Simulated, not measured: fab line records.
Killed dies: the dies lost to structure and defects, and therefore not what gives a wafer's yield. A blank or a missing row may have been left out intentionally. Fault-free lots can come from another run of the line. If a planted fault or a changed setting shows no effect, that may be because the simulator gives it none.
One fault seen from 2 desks -- flow berkeleyCmos170 -- each desk has only its own numbers; what lay behind them comes last

## FROM THE METROLOGY DESK
Lot by lot, what the gauges showed, no matter which tool ran the lot: averages of those sampled wafers that carry a number. The brackets show how far a lot's mean lies from the usual mean; more than 4 standard deviations puts the lot out of limits, marked OUT.
Columns: A = ACTIVE_OXIDE_THK at UCB170_ACTIVE_THK_MEAS_03, usual 26.2 nm; B = CONTACT_OVL at UCB170_CONTACT_OVL_MEAS_16, usual -2 nm; C = M3_AL_RS at UCB170_M3_RS_MEAS_02, usual 0.03233 ohm/sq; D = M3_AL_THK at UCB170_M3_THK_MEAS_03, usual 894 nm
lot,first seen here,A,B,C,D
L174,day 4 14:01,25.9,-6,0.03234,890
L175,day 5 02:19,26.0,-12,0.03246,886
L177,day 5 02:19,25.9,1,0.03227,898
L178,day 5 10:22,25.8,-8,0.03206,903
L180,day 5 19:30,26.0,0,0.03266,891
L179,day 5 19:31,25.6,-3,0.03234,894
L181,day 6 11:47,26.8,1,0.03234,897
L182,day 6 11:47,27.0,9,0.03249,892
L183,day 6 11:47,27.0,-3,0.03266,885
L185,day 7 10:49,24.9,-7,0.03255,888
L186,day 7 10:49,25.8,1,0.03239,891
L194,day 9 20:43,26.9,0,0.02881 (-12) OUT,1009 (+13) OUT
L196,day 10 11:10,25.7,-2,0.03220,903
Finding of this desk: L194 out of limits, first seen on L194 at day 15 05:01 (M3_AL_RS at UCB170_M3_RS_MEAS_02). In limits: L174, L175, L177, L178, L180, L179, L181, L182, L183, L185, L186, L196.

## THE TOOL OWNER'S DESK: pvdSputter-03
The tool's own readings at UCB170_M3_SPUTTER_01 (material Al, target thk 900 nm, time 120 s): means of the sampled wafers that have a number, for each lot that ran on this tool. The brackets show how far a lot's mean lies from the usual mean; more than 4 standard deviations puts the lot out of limits, marked OUT.
Columns: A = throttleValvePct at UCB170_M3_SPUTTER_01, usual 29.9 %
lot,first seen here,A
L177,day 10 16:31,29.5
L175,day 10 17:06,29.4
L179,day 11 08:43,30.0
L182,day 12 09:17,29.9
L185,day 13 03:27,29.9
L186,day 13 05:02,29.4
L194,day 15 04:55,30.4
This desk's verdict: no lot among the 7 shows anything out of limits.

## ALL TOGETHER
On L194, the metrology desk was in a position to raise an alarm at day 15 05:01.
The tool owner's desk saw nothing out of limits.
The tool owner's desk has L194 on record, within its limits.
The lots listed all ran UCB170_M3_SPUTTER_01 on pvdSputter-03.

## WHAT HAD BEEN PUT IN BY THE SIMULATOR
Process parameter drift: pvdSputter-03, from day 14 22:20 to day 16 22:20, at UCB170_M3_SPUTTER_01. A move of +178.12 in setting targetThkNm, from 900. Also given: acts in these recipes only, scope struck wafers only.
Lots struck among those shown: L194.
Per desk, hours elapsed from the start of the fault to the first reading out of limits: for the metrology desk, 7.
